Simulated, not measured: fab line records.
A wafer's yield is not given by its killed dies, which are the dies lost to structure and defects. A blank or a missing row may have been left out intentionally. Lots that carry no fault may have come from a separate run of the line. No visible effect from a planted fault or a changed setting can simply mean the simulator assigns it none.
Chamber matching / flow rit-cmos / RIT_GATE_ETCH_19 on rie-si-01: 4 sister chambers
The step etches poly-Si in SF6/CHF3/O2, stops on SiO2, time 165 s, target depth 312.5 nm. 8 wafers are shown with their chamber, then 8 later ones without.

== EACH WAFER AND ITS CHAMBER ==
wafer=L642.2; chamber=0; drypump-motor-current-A (A)=5.3; throttle-valve-pct (%)=10.01
wafer=L642.3; chamber=3; drypump-motor-current-A (A)=5.9; throttle-valve-pct (%)=10.21
wafer=L642.5; chamber=0; drypump-motor-current-A (A)=5.3; throttle-valve-pct (%)=10.01
wafer=L648.6; chamber=1; drypump-motor-current-A (A)=5.7; throttle-valve-pct (%)=10.12
wafer=L650.4; chamber=1; drypump-motor-current-A (A)=5.7; throttle-valve-pct (%)=10.10
wafer=L652.2; chamber=3; drypump-motor-current-A (A)=5.9; throttle-valve-pct (%)=10.20
wafer=L652.6; chamber=2; drypump-motor-current-A (A)=6.4; throttle-valve-pct (%)=9.99
wafer=L654.3; chamber=2; drypump-motor-current-A (A)=6.5; throttle-valve-pct (%)=9.98

== WAFERS MISSING THEIR CHAMBER ==
wafer=L654.4; drypump-motor-current-A (A)=5.9; throttle-valve-pct (%)=10.20
wafer=L654.6; drypump-motor-current-A (A)=6.5; throttle-valve-pct (%)=9.98
wafer=L656.1; drypump-motor-current-A (A)=5.9; throttle-valve-pct (%)=10.19
wafer=L656.2; drypump-motor-current-A (A)=6.4; throttle-valve-pct (%)=9.98
wafer=L656.5; drypump-motor-current-A (A)=5.7; throttle-valve-pct (%)=10.10
wafer=L664.1; drypump-motor-current-A (A)=5.7; throttle-valve-pct (%)=10.10
wafer=L664.3; drypump-motor-current-A (A)=6.4; throttle-valve-pct (%)=9.98
wafer=L664.5; drypump-motor-current-A (A)=6.4; throttle-valve-pct (%)=9.99

== EACH ONE'S CHAMBER ==
wafer=L654.4; from the rows above=3; in truth=3
wafer=L654.6; from the rows above=2; in truth=2
wafer=L656.1; from the rows above=3; in truth=3
wafer=L656.2; from the rows above=2; in truth=2
wafer=L656.5; from the rows above=1; in truth=1
wafer=L664.1; from the rows above=1; in truth=1
wafer=L664.3; from the rows above=2; in truth=2
wafer=L664.5; from the rows above=2; in truth=2
8 of 8 placed correctly. Number that these rows cannot place: 0. Placed wrongly: 0.
How it was worked out, from the rows above alone: a wafer's distance from a chamber is the root of the sum, over the readings, of the square of ((its reading less the chamber's mean) divided by the reading's scatter). If the next closest chamber is less than 2 further off than the closest, the wafer can't be placed; otherwise it belongs to the closest. For every chamber, the mean is computed from those of its wafers that are shown. The scatter is the square root of a quotient: the sum, over the shown wafers, of each reading's squared deviation from its chamber's mean, divided by wafers minus chambers.
